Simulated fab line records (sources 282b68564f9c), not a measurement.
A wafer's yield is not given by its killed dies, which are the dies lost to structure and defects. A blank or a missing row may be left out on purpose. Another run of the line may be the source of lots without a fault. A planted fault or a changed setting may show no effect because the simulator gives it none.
8D (eight disciplines) problem report, filled in by code -- flow ritCmos -- the parts of the form that need people (team, actions taken, sign-off) are left out

## 1. THE ISSUE
On 3 wafers of 1 lot, killedOnRim at RIT_M1_PROBE_99 has a mean of 11.3; fault-free wafers read 1.8, standard deviation 1.5. That puts it +6.4 standard deviations away from the usual mean.
Earliest sighting: wafer L138.2 on prober-02 at day 7 21:47. Wafers with a number at this step in the record: 9, from 3 lots. The rule behind "out" and "out of limits": a value lying over 4 standard deviations away from the usual mean. All remaining wafers that have a number are taken as sound.

## 2. WHAT IT IS, WHAT IT ISN'T
question,is,is not
which readings at this step,"killedOnRim, killedAtFrontEnd, killedDies","killed_at_M0_to_M3, killedAtContacts, killedShort"
which lots,L138,"L124, L129"
which wafers of those lots,all that have a number,-
read on which tools,prober-02,prober-01
when,from day 7 21:47,up to then (6 sound wafers)

## 3. THE SUSPECTS, EACH WITH WHAT RULES IT OUT
Counting: a tool stays on the suspect list if, at a process step up to the reading, it processed all lots that are out and no sound lot following the first of them.
- wetBench-01 at RIT_FOX1_WET_ETCH_02 (etches SiO2 in BOE, target depth 350 nm, time 390 s): kept. It ran the lot that is out, L138 (day 6 02:37), and no sound lot after that; its last sound lot up to then is L124 (day 3 05:13).
- prober-02 at RIT_M1_PROBE_99: kept. It ran the lot that is out, L138 (day 7 21:47), and no sound lot after that; its last sound lot up to then is L129 (day 6 02:19). Out on those wafers are its own readings of killedAtFrontEnd, killedDies, killedOnRim.
Left after counting: wetBench-01 at RIT_FOX1_WET_ETCH_02, prober-02 at RIT_M1_PROBE_99.

## 4. THE CAUSE (what the simulator had put in)
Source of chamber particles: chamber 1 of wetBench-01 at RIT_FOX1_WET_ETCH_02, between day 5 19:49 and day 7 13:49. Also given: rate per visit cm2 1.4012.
This tool is one of the 2 suspects left after counting.

## 5. SEQUENCE OF EFFECTS, ordered by route
One row per reading whose mean, taken over the struck wafers that have a number, lies over 3 standard deviations from the usual. Only readings for which the record gives a usual standard deviation are gone through. hours: the time from each lot's start at the first step in this table that gives one to its start at this step, as a median over the lots. sigmas: the change in usual standard deviations.
hours,step,reading,usual,on struck wafers,change,sigmas
0,RIT_M1_PROBE_99,killedAtFrontEnd,7,28,+21,+6.8
0,RIT_M1_PROBE_99,killedDies,7,28,+21,+6.8
0,RIT_M1_PROBE_99,killedOnRim,1.8,11.3,+9.5,+6.4
Process steps it contains:
- RIT_M1_PROBE_99

## 6. WHAT WOULD HAVE CAUGHT IT SOONER
The fault began at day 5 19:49; the first out-of-limits reading in this record came at day 7 21:47, 50 hours later.
By day 7 21:47, every lot that is out (1) had started RIT_FOX1_WET_ETCH_02 on wetBench-01. None of them would have been spared by holding the tool at that moment.
